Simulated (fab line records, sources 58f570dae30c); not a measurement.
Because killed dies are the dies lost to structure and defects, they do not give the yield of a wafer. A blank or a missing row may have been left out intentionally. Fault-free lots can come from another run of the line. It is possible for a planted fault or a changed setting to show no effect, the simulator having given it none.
A struck lot beside a sound one    flow berkeleyCmos170    14 out of 331 route steps
Sound: the wafers L343.1, L343.2, L343.6. Wafers L356.1, L356.5, L356.6 were the ones struck. Last of all comes the cause.
At each step with rows: each side's tool, then ch and its chambers, then its first start. Under that, the readings that differ: sound wafers    struck wafers    difference of the means    sigmas: that difference in standard deviations of wafers without a fault.
alike: same words and numbers on both sides, and readings whose means sit less than 2 such deviations apart. not compared: any withheld reading, any reading some wafer has no value for, any bound like >300 that may hide the same value, and any number with overlapping values for which the record gives no deviation.
A row with sigmas, a row that says differs or no value, or rows on one side alone: a step with any of these is where the two part. When numbers do not overlap yet have no deviation, they are printed without sigmas and do not part them. A reading that every wafer of one side lacks parts them only if that side has two wafers or more.

first, 3 steps without rows for these wafers: UCB170_M1_EXPOSE_06 (exposes mask METAL1, target cd 700 nm); UCB170_M1_PEB_07; UCB170_M1_DEVELOP_08 (develop time 45 s).
UCB170_M1_CD_MEAS_09 targets a cd of 700 nm.
  sound: cdSem-01 at day 8 19:36; struck: cdSem-01 at day 11 23:46
  alike: cdNm
UCB170_M1_OVL_MEAS_10:
  sound: overlay-02 at day 8 19:43; struck: overlay-01 at day 11 23:53
  alike: M1_OVL
UCB170_M1_ETCH_11: etches BARC in N2/H2.
  sound on rieDiel-04 ch 1,2, day 8 19:45; struck on rieDiel-04 ch 1,2, day 11 23:55
  alike: biasW, chamberPressureMTorr, drypumpMotorCurrentA, oesProductAu, throttleValvePct
UCB170_M1_METAL_ETCH_12: etches Al in Cl2/BCl3, stops on PSG, target depth 780 nm, time 130 s.
  sound on rieMetal-03 ch 0,1, day 8 19:47; struck on rieMetal-04 ch 0,1, day 11 23:57
  alike: biasW, chamberPressureMTorr, drypumpMotorCurrentA, oesProductAu, throttleValvePct
  not compared: rfHoursCounterH
UCB170_M1_STRIP_13: strips in O2.
  sound on plasmaAsher-04 ch 0,1, day 8 19:56; struck on plasmaAsher-01 ch 0,1, day 12 00:05
  alike: chamberPressureMTorr, drypumpMotorCurrentA, oesProductAu
  not compared: rfHoursCounterH
UCB170_M1_CD_MEAS_90 targets a cd of 700 nm.
  sound: cdSem-01 at day 8 20:07; struck: cdSem-01 at day 12 00:11
  alike: cdNm
then, 1 step without rows for these wafers: UCB170_M1_ANNEAL_14 (time 1223 s).
UCB170_V1_CVD_00: deposits SiO2 from TEOS/O2, target thk 2000 nm, time 250 s.
  sound on pecvd-03 ch 0,1, day 8 21:34; struck on pecvd-04 ch 0,1, day 12 01:38
  alike: heaterPowerW
UCB170_V1_THK_MEAS_01:
  sound: filmMetro-03 at day 8 21:43; struck: filmMetro-04 at day 12 01:48
  alike: V1_TEOS_THK
UCB170_V1_CMP_02: polishes SiO2.
  sound on cmp-02 ch 1,3, day 8 21:47; struck on cmp-01 ch 0,1, day 12 01:55
reading          sound              struck             difference  sigmas
platenRpm (rpm)  59.89 59.99 59.98  45.01 44.98 44.97  -14.97      -99 or more
  alike: motorCurrentA
UCB170_V1_BOW_MEAS_03:
  sound: filmMetro-03 at day 8 22:05; struck: filmMetro-01 at day 12 02:10
  alike: V1_BOW

== WHERE THEY PART ==
UCB170_V1_CMP_02 only, going by this record. Later steps at which nothing parts them and some readings are alike: UCB170_V1_BOW_MEAS_03.

WHY: what the simulator had put in
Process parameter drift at UCB170_V1_CMP_02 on cmp-01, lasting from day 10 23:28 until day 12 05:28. From 60, the setting platenRpm moved by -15. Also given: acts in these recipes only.
